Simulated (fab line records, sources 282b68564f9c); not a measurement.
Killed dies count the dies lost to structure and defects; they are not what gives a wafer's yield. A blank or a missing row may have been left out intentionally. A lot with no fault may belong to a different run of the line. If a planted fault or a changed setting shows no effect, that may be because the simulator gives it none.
Problem report in the 8D (eight disciplines) form, filled by code / flow rit-cmos / the parts of the form that need people (team, actions taken, sign-off) are left out

== 1. WHAT WENT WRONG ==
Across 12 wafers from 4 lots, M1_AL_RS at RIT_M1_RS_MEAS_01 averages 0.0892 ohm/sq, while fault-free wafers read 0.0712 ohm/sq with a standard deviation of 0.00075. Relative to the usual mean, that is a shift of +24 standard deviations.
The step: measures by four-point-probe.
First observed at day 5 11:50: wafer L966.2, on film-metro-01. At this step, 48 wafers from 16 lots have a number in the record. Rule for "out", or "out of limits": more than 4 standard deviations from the usual mean. All remaining wafers that have a number are taken as sound.

== 2. WHAT THIS IS AND IS NOT ==
question=which readings at this step | is=M1_AL_RS | is not=-
question=which lots | is=L966, L968, L970, L971 | is not=L956, L957, L958, L959, L960, L961, L962, L969, L972, L975, L977, L979
question=which wafers of those lots | is=all that have a number | is not=-
question=read on which gauges | is=film-metro-01, film-metro-02, film-metro-04 | is not=-
question=when | is=from day 5 11:50 | is not=up to then (21 sound wafers); but 15 sound wafers of L969, L972, L975, L977, L979 came after

== 3. WHAT RULES OUT EACH SUSPECT ==
Counting: any tool at a process step up to the reading is kept as a suspect provided that every lot that is out went through it and no sound lot did after the first of them.
- the gauge at RIT_M1_RS_MEAS_01: ruled out. 3 gauges (film-metro-01, film-metro-02, film-metro-04) read the wafers that are out.
- pvd-sputter-03 at RIT_M1_SPUTTER_00 (material Al, target thk 400 nm, time 500 s): kept. It processed each lot that is out, first L966 at day 5 11:31, and no sound lot thereafter; up to then, the last sound lot it processed was L962 at day 4 12:54.
Remaining after the count: pvd-sputter-03 at RIT_M1_SPUTTER_00.

== 4. THE CAUSE (what the simulator had put in) ==
Site profile drift: pvd-sputter-03, from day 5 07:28 on, at RIT_M1_SPUTTER_00. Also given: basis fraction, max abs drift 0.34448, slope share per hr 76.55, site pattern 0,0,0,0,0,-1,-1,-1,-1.
Only this tool survived the counting.

== 5. SEQUENCE OF EFFECTS, ordered by route ==
One row per reading whose mean, taken over the struck wafers that have a number, lies over 3 standard deviations from the usual. Only readings whose record carries a usual standard deviation are examined. hours: median over the lots of the time between each lot's start at the first step of this table that gives one and its start at this step. sigmas: the change, counted in usual standard deviations.
hours=0; step=RIT_M1_RS_MEAS_01; reading=M1_AL_RS; usual=0.0712 ohm/sq; on struck wafers=0.0892; change=+0.0180; sigmas=+24
hours=0; step=RIT_M1_THK_MEAS_02; reading=M1_AL_THK; usual=416 nm; on struck wafers=351; change=-65; sigmas=-16
hours=2; step=RIT_M1_METAL_ETCH_12; reading=oes-product-au; usual=0.792 a.u.; on struck wafers=0.717; change=-0.075; sigmas=-6.8
Its process steps:
- RIT_M1_METAL_ETCH_12: etches Al in Cl2/BCl3, stops on SiO2, time 165 s, target depth 600 nm.

== 6. WHAT WOULD HAVE CAUGHT IT SOONER ==
Counted from the fault's start at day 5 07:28, it took 4 hours until the first out-of-limits reading at a measuring or inspecting step in this record, taken at day 5 11:50.
Tool readings at RIT_M1_SPUTTER_00 with a usual standard deviation given in the record: none out on any struck wafer, hence no alarm at a limit of 4 standard deviations on them.
Of the lots that are out (4), L968, L970, L971 began RIT_M1_SPUTTER_00 on pvd-sputter-03 after day 5 11:50. A hold on the tool at that time would have spared those 3.
